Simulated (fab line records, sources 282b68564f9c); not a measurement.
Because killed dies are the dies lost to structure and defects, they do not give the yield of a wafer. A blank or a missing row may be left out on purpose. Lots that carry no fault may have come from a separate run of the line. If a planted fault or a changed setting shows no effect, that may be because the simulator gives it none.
One fault through the eyes of 2 desks / flow ritCmos / only its own numbers are on each desk; what lay behind them is given at the end

== THE METROLOGY DESK ==
Lot by lot, what the gauges showed, no matter which tool ran the lot: averages of those sampled wafers that carry a number. A lot is out of limits, marked OUT, if its mean lies more than 4 standard deviations from the usual mean; the brackets give that distance. Only the readings that lie furthest out on some lot appear, 7 of the 10 it has.
Columns: A = cdNm at RIT_CONTACT_CD_MEAS_08, usual 1000.4 nm; B = cdNm at RIT_CONTACT_CD_MEAS_90, usual 1000.4 nm; C = M1_AL_RS at RIT_M1_RS_MEAS_01, usual 0.0731 ohm/sq; D = M1_AL_THK at RIT_M1_THK_MEAS_02, usual 404 nm; E = cdNm at RIT_M1_CD_MEAS_09, usual 2599.7 nm; F = M1_OVL at RIT_M1_OVL_MEAS_10, usual 0.9 nm; G = M1_BOW at RIT_M1_BOW_MEAS_16, usual 17 um
lot=L997; first seen here=day 3 14:31; A=998.7; B=998.7; C=0.0730; D=409; E=2604.0; F=0.7; G=8
lot=L108; first seen here=day 6 02:19; A=1004.0; B=1004.2; C=0.0737; D=400; E=2599.3; F=2.5; G=27
lot=L111; first seen here=day 7 03:22; A=1003.1; B=1003.1; C=0.0725; D=406; E=2597.8; F=-0.0; G=12
lot=L113; first seen here=day 7 16:01; A=1001.5; B=1001.3; C=0.0739; D=398; E=2599.4; F=0.5; G=14
lot=L119; first seen here=day 8 18:56; A=996.3; B=996.4; C=0.0735; D=402; E=2600.7; F=0.9; G=18
lot=L118; first seen here=day 8 20:03; A=999.6; B=999.1; C=0.0742; D=399; E=2601.7; F=-0.1; G=20
This desk's finding: nothing out of limits on any of the 6 lots.

== THE TOOL OWNER'S DESK: rieDiel-01 ==
The tool's own readings at RIT_CONTACT_ETCH_11 (etches SiO2 in CHF3/CF4/Ar, stops on TiSi2, target depth 480 nm, time 320 s): means of the sampled wafers that have a number, for each lot that ran on this tool. A lot is out of limits, marked OUT, if its mean lies more than 4 standard deviations from the usual mean; the brackets give that distance.
Columns: A = O2_flow_sccm at RIT_CONTACT_ETCH_11, usual 5.001 sccm; B = drypumpMotorCurrentA at RIT_CONTACT_ETCH_11, usual 5.9 A; C = oesProductAu at RIT_CONTACT_ETCH_11, usual 0.991 a.u.; D = throttleValvePct at RIT_CONTACT_ETCH_11, usual 8.83 %
lot=L108; first seen here=day 6 03:37; A=4.990; B=5.9; C=0.989; D=8.82
lot=L111; first seen here=day 7 04:55; A=5.009; B=6.0; C=0.990; D=8.74
lot=L113; first seen here=day 7 17:48; A=4.994; B=6.0; C=0.989; D=8.75
This desk's finding: nothing out of limits on any of the 3 lots.

== ALL TOGETHER ==
Metrology desk: nothing out of limits seen.
The desk of the tool owner found nothing out of limits.

== WHAT HAD BEEN PUT IN BY THE SIMULATOR ==
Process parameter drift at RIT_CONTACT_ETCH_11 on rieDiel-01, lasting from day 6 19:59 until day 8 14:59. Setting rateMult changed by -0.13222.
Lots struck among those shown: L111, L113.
